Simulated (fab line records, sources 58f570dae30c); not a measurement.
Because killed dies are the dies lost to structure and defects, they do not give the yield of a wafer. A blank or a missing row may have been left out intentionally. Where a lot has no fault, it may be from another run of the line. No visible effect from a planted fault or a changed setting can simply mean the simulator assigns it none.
Which tool did it? | flow berkeley_cmos170 | Sampling: 14 lots, 41 wafers, 2 of 331 route steps

== WHAT THE GAUGES SHOWED, per wafer ==
UCB170_PLDD_OVL_MEAS_07. Usual: PLDD_OVL 2 nm, standard deviation 5.1.
lot  | measured     | on         | PLDD_OVL (nm) | flag
L853 | day 7 22:14  | overlay-02 | -2 2 -3       |
L857 | day 8 07:10  | overlay-01 | -4 -9 -3      |
L855 | day 8 07:21  | overlay-02 | 10 3 7        |
L856 | day 8 07:55  | overlay-02 | -8 -3 -13     |
L858 | day 8 08:05  | overlay-01 | 2 -6 4        |
L859 | day 9 10:26  | overlay-01 | 1 0 1         |
L865 | day 10 01:04 | overlay-02 | -1 2 -4       |
L862 | day 10 01:34 | overlay-01 | -3 1 7        |
L864 | day 10 01:42 | overlay-02 | 7 -3 7        |
L863 | day 10 01:47 | overlay-01 | 4 9 13        |
L861 | day 10 01:51 | overlay-02 | -1 3 6        |
L866 | day 10 01:58 | overlay-01 | 5 4           |
L867 | day 10 12:25 | overlay-01 | 10 4 4        |
L868 | day 10 12:32 | overlay-02 | 11 5 -2       |

UCB170_PSD_OVL_MEAS_07. Usual: PSD_OVL -1 nm, standard deviation 6.4.
lot  | measured     | on         | PSD_OVL (nm) | flag
L853 | day 8 08:22  | overlay-02 | 6 1 4        |
L857 | day 8 18:19  | overlay-02 | -1 -7 -17    |
L855 | day 8 17:35  | overlay-02 | 0 2 1        |
L856 | day 8 18:06  | overlay-02 | 8 9 10       |
L858 | day 8 17:55  | overlay-01 | -3 -11 2     |
L859 | day 9 21:21  | overlay-01 | -2 0 2       |
L865 | day 10 10:46 | overlay-01 | 5 4 -3       |
L862 | day 10 11:02 | overlay-02 | -1 -1 -1     |
L864 | day 10 11:40 | overlay-01 | -11 -2 -16   |
L863 | day 10 11:35 | overlay-02 | 4 8 4        |
L861 | day 10 11:52 | overlay-02 | -4 1 -2      |
L866 | day 10 15:07 | overlay-01 | -10 -5       |
L867 | day 11 00:26 | overlay-01 | 3 2 4        |
L868 | day 11 00:43 | overlay-02 | -10 -4 -11   |

== EACH LOT AND THE TOOL THAT RAN IT (in order: tool; ch and the chambers of the sampled wafers; start) ==
No process step before these readings appears in the record.

== AS READ BY THE TOOLS THEMSELVES (means over the sampled wafers that have a number; for cases with no such wafer, the mark the record gives instead) ==
The record holds no such reading with a usual standard deviation.

== THE ANSWER, worked out from the rows above alone ==
Rule: a lot counts as off when the mean over its wafers that have a number is more than 3 standard deviations away from the usual mean. Also off: a lot with no number at a reading for which 4 or more lots have one. Any other lot the step has rows for is counted as sound. The gauges are gone through in route order, then the tools' own readings, and for those a lot's mean is taken as printed above. At the first step where some lot is off, the reading lying furthest off is the one used; lots without a number count as furthest.
No lot is off on any of the readings shown, so nothing can be concluded from this.

== WHAT THE SIMULATOR HAD INSERTED ==
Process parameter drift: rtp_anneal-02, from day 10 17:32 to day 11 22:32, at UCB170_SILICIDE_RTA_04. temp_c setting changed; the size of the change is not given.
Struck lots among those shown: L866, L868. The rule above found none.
